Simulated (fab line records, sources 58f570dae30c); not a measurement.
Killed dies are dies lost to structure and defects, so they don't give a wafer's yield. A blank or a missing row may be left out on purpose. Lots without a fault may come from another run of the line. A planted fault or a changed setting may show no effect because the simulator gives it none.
fab line records | flow berkeley_cmos170 | part 2 of 2: steps 26 to 37 of 37
record lots=5 wafers=15 last_day=12
route steps=331 shown CONTACT@230 M1@238 V1@254
lots that met no fault: from a run of the same line without faults
start_h: hours from the record's first day to the start of the lot's first wafer shown | wait_h: hours since the lot's step before | " the same as in the row above | L1.1+2: a row that stands for several wafers | - no value, or no start given | * or withheld: withheld | < > ~ a bound
route shown NAME@n: a module of which the file shows steps, and the number in the route of the first | usual: mean/standard deviation of fault-free wafers | same: alike in all rows | chamber/n: place in a boat | sites: the reading at each site | _std_site: their standard deviation | _edge_site: outer sites' mean less inner sites' | radius_mm: how far each site lies from the wafer's centre | mask NAME#n: copy n | behind: the tool/chamber that last shaped the wafer | hold: why the lot was held/for how many hours/how that ended | device: the transistor (n, p or np) that didn't switch | end of line: the same wafers' tests at the end of the route | a step without rows: its recipe alone | killed: dies lost to structure and defects at the first sort, not the wafer's yield | map: a wafer's dies, x killed, . not, _ none there
set.NAME: the setting as run; set.NAME@STEP: as run at that earlier step | model.NAME: the simulator's own value behind a step, which no gauge read
lots at some steps of the route; a table a step, a row a wafer
services: from which hour (start_h, from the record's first day; less than 0 if before it) a tool's chamber was out of use, for how many hours, and why
## steps
# step UCB170_V1_THK_MEAS_01
# recipe reads=SiO2_of_V1_CVD_00
# usual V1_TEOS_THK=2000/25
# columns lot.wafer tool chamber start_h wait_h V1_TEOS_THK[nm]
L075.1 film_metro-02 - 167.53 0.1 1994
L075.2 " - " " 1964
L075.4 " - " " 1998
L074.1 film_metro-04 - 181.50 0.1 1976
L074.2 " - " " 1979
L074.5 " - " " 2007
L081.2 film_metro-02 - 218.45 0.1 1984
L081.3 " - " " 2005
L081.5 " - " " 2047
L082.1 film_metro-02 - 223.77 0.1 1998
L082.4 " - " " 2015
L082.5 " - " " 2058
L094.1 film_metro-04 - 283.39 0.1 2013
L094.2 " - " " 1978
L094.6 " - " " 2034
# step UCB170_V1_CMP_02
# recipe material=SiO2 down_force_psi=6 platen_rpm=60 pad_velocity_m_s=0.75398
# usual motor_current_A=16.4/1.7
# columns lot.wafer tool chamber start_h wait_h motor_current_A
L075.1 cmp-01 3 167.64 0.1 16.1
L075.4 " 0 " " 16.8
L075.2 " 1 " " 13.7
L074.1 cmp-01 2 181.66 0.1 14.2
L074.2 " 3 " " 16.2
L074.5 " 1 " " 14.6
L081.2 cmp-01 1 218.55 0.1 14.6
L081.3 " 2 " " 14.8
L081.5 " 0 " " 17.9
L082.4 cmp-01 1 223.88 0.1 14.3
L082.1 " 2 " " 14.4
L082.5 " 1 " " 14.6
L094.1 cmp-02 1 283.55 0.1 19.1
L094.2 " 2 " " 18.7
L094.6 " 0 " " 16.1
# step UCB170_V1_BOW_MEAS_03
# recipe mode=bow
# usual V1_BOW=18/7.4
# columns lot.wafer tool chamber start_h wait_h V1_BOW[um]
L075.1 film_metro-01 - 167.89 0.2 32
L075.2 " - " " 25
L075.4 " - " " 21
L074.1 film_metro-04 - 181.86 0.1 7
L074.2 " - " " 15
L074.5 " - " " 13
L081.2 film_metro-04 - 218.82 0.2 26
L081.3 " - " " 26
L081.5 " - " " 12
L082.1 film_metro-01 - 224.13 0.1 20
L082.4 " - " " 29
L082.5 " - " " 37
L094.1 film_metro-01 - 283.75 0.1 21
L094.2 " - " " 30
L094.6 " - " " 8
# step UCB170_V1_THK_MEAS_04
# recipe reads=SiO2_of_V1_CVD_00
# usual V1_POLISHED_THK=1000.1/1.2
# columns lot.wafer tool chamber start_h wait_h V1_POLISHED_THK[nm]
L075.1 film_metro-01 - 168.01 0.1 1000.2
L075.2 " - " " 1000.6
L075.4 " - " " 1000.1
L074.1 film_metro-04 - 181.98 0.1 999.1
L074.2 " - " " 1000.7
L074.5 " - " " 1000.7
L081.2 film_metro-04 - 218.93 0.1 999.6
L081.3 " - " " 1000.8
L081.5 " - " " 999.3
L082.1 film_metro-01 - 224.25 0.1 999.8
L082.4 " - " " 999.0
L082.5 " - " " 998.4
L094.1 film_metro-01 - 283.87 0.1 998.1
L094.2 " - " " 998.8
L094.6 " - " " 1000.2
# step UCB170_V1_CLEAN_05
# recipe chemistry=DIW
# columns lot.wafer tool chamber start_h wait_h
L075.1+2+4 wet_bench-04 0 169.93 1.9
L074.1+2+5 wet_bench-02 1 182.04 0.1
L081.2+3+5 wet_bench-02 1 219.01 0.1
L082.1+4+5 wet_bench-04 2 224.45 0.2
L094.1+2+6 wet_bench-02 1 284.63 0.7
# step UCB170_V1_HMDS_06
# recipe prime_time_s=60 prime_temp_c=100
# columns lot.wafer tool chamber start_h wait_h
L075.1+2+4 litho_track-01 0 170.11 0.0
L074.1+2+5 litho_track-04 0 182.22 0.0
L081.2+3+5 litho_track-04 0 219.21 0.0
L082.1+4+5 litho_track-02 0 225.10 0.5
L094.1+2+6 litho_track-01 0 284.96 0.2
# step UCB170_V1_COAT_07
# recipe resist=KrF spin_rpm=1500 resist_thk_nm=900
# columns lot.wafer tool chamber start_h wait_h
L075.1+2+4 litho_track-01 0 170.26 0.1
L074.1+2+5 litho_track-04 0 182.37 0.1
L081.2+3+5 litho_track-04 0 219.36 0.1
L082.1+4+5 litho_track-02 0 225.25 0.1
L094.1+2+6 litho_track-01 0 285.11 0.1
# step UCB170_V1_SOFTBAKE_08
# recipe resist=KrF temp_c=130 time_s=60
# usual heater_power_total_W=56.80/0.047
# columns lot.wafer tool chamber start_h wait_h heater_power_total_W
L075.1 litho_track-01 0 170.41 0.1 56.79
L075.2 " 0 " " 56.76
L075.4 " 0 " " 56.84
L074.1 litho_track-04 0 182.52 0.1 56.79
L074.2 " 0 " " 56.84
L074.5 " 0 " " 56.77
L081.2 litho_track-04 0 219.51 0.1 56.81
L081.3 " 0 " " 56.78
L081.5 " 0 " " 56.80
L082.1 litho_track-02 0 225.40 0.1 56.85
L082.4 " 0 " " 56.77
L082.5 " 0 " " 56.73
L094.1 litho_track-01 0 285.26 0.1 56.79
L094.2 " 0 " " 56.79
L094.6 " 0 " " 56.75
# step UCB170_V1_EXPOSE_09
# recipe mask_id=VIA1 target_cd_nm=700 na=0.5 sigma_outer=0.6 source_shape=conventional dose_mj=37
# usual reticle_temp_C=23.02/0.1
# same na=0.5
# columns lot.wafer tool chamber start_h wait_h mask reticle_temp_C
L075.1 krf_scanner-02 0 170.56 0.1 VIA1#0 22.93
L075.2 " 0 " " VIA1#0 23.06
L075.4 " 0 " " VIA1#0 23.02
L074.1 krf_scanner-01 0 182.79 0.2 VIA1#0 22.89
L074.2 " 0 " " VIA1#0 22.90
L074.5 " 0 " " VIA1#0 22.99
L081.2 krf_scanner-02 0 219.68 0.1 VIA1#0 22.94
L081.3 " 0 " " VIA1#0 22.87
L081.5 " 0 " " VIA1#0 23.04
L082.1 krf_scanner-01 0 225.55 0.1 VIA1#0 22.90
L082.4 " 0 " " VIA1#0 23.09
L082.5 " 0 " " VIA1#0 23.05
L094.1 krf_scanner-01 0 285.54 0.2 VIA1#0 23.08
L094.2 " 0 " " VIA1#0 23.08
L094.6 " 0 " " VIA1#0 23.13
# step UCB170_V1_PEB_10
# recipe peb_temp_c=130 peb_time_s=withheld resist=KrF
# usual heater_power_total_W=56.80/0.046
# columns lot.wafer tool chamber start_h wait_h heater_power_total_W
L075.1 litho_track-04 0 170.78 0.2 56.83
L075.2 " 0 " " 56.75
L075.4 " 0 " " 56.79
L074.1 litho_track-04 0 182.91 0.1 56.80
L074.2 " 0 " " 56.76
L074.5 " 0 " " 56.85
L081.2 litho_track-04 0 220.11 0.4 56.89
L081.3 " 0 " " 56.74
L081.5 " 0 " " 56.81
L082.1 litho_track-02 0 225.83 0.3 56.83
L082.4 " 0 " " 56.80
L082.5 " 0 " " 56.74
L094.1 litho_track-04 0 285.66 0.1 56.77
L094.2 " 0 " " 56.74
L094.6 " 0 " " 56.79
# step UCB170_V1_DEVELOP_11
# recipe developer=TMAH develop_time_s=45 resist=KrF dev_temp_c=21
# columns lot.wafer tool chamber start_h wait_h
L075.1+2+4 litho_track-04 0 - -
L074.1+2+5 litho_track-04 0 - -
L081.2+3+5 litho_track-04 0 - -
L082.1+4+5 litho_track-02 0 - -
L094.1+2+6 litho_track-04 0 - -
# step UCB170_V1_CD_MEAS_12
# recipe target_cd_nm=700
# usual cd_nm=700.2/1.4
# columns lot.wafer tool chamber start_h wait_h cd_nm
L075.1 cd_sem-02 - 171.05 - 701.4
L075.2 " - " " 701.2
L075.4 " - " " 700.9
L074.1 cd_sem-01 - 183.18 - 703.5
L074.2 " - " " 703.4
L074.5 " - " " 703.5
L081.2 cd_sem-02 - 220.39 - 697.8
L081.3 " - " " 698.5
L081.5 " - " " 698.8
L082.1 cd_sem-01 - 226.10 - 699.3
L082.4 " - " " 698.2
L082.5 " - " " 697.8
L094.1 cd_sem-02 - 285.99 - 697.8
L094.2 " - " " 696.8
L094.6 " - " " 699.3
## services
# columns tool chamber start_h hours kind
cmp-01 - 142.28 8.8 pm
pecvd-03 1 144.36 5.6 repair
krf_scanner-01 - 152.27 0.8 pm
krf_scanner-01 - 155.64 17.9 repair
cmp-01 - 155.95 0.3 repair
krf_scanner-02 - 158.54 1.0 repair
krf_scanner-02 - 173.69 0.8 pm
rie_diel-01 - 174.31 0.5 repair
krf_scanner-01 - 174.44 1.3 pm
rie_diel-04 1 198.96 10.0 repair
krf_scanner-02 - 200.84 0.5 repair
plasma_asher-03 - 209.78 1.6 repair
rie_diel-02 1 217.39 4.3 repair
krf_scanner-01 - 219.29 1.0 pm
wet_bench-02 - 229.37 0.8 repair
krf_scanner-02 - 231.21 4.0 pm
rie_diel-03 2 231.76 6.3 repair
rie_diel-02 2 238.31 16.3 repair
krf_scanner-02 - 249.66 1.3 pm
rie_diel-01 1 253.43 55.4 repair
pvd_sputter-04 - 256.16 3.6 repair
rie_diel-02 - 257.61 0.5 repair
cmp-01 - 276.28 5.0 pm
rie_diel-02 1 280.29 14.8 repair
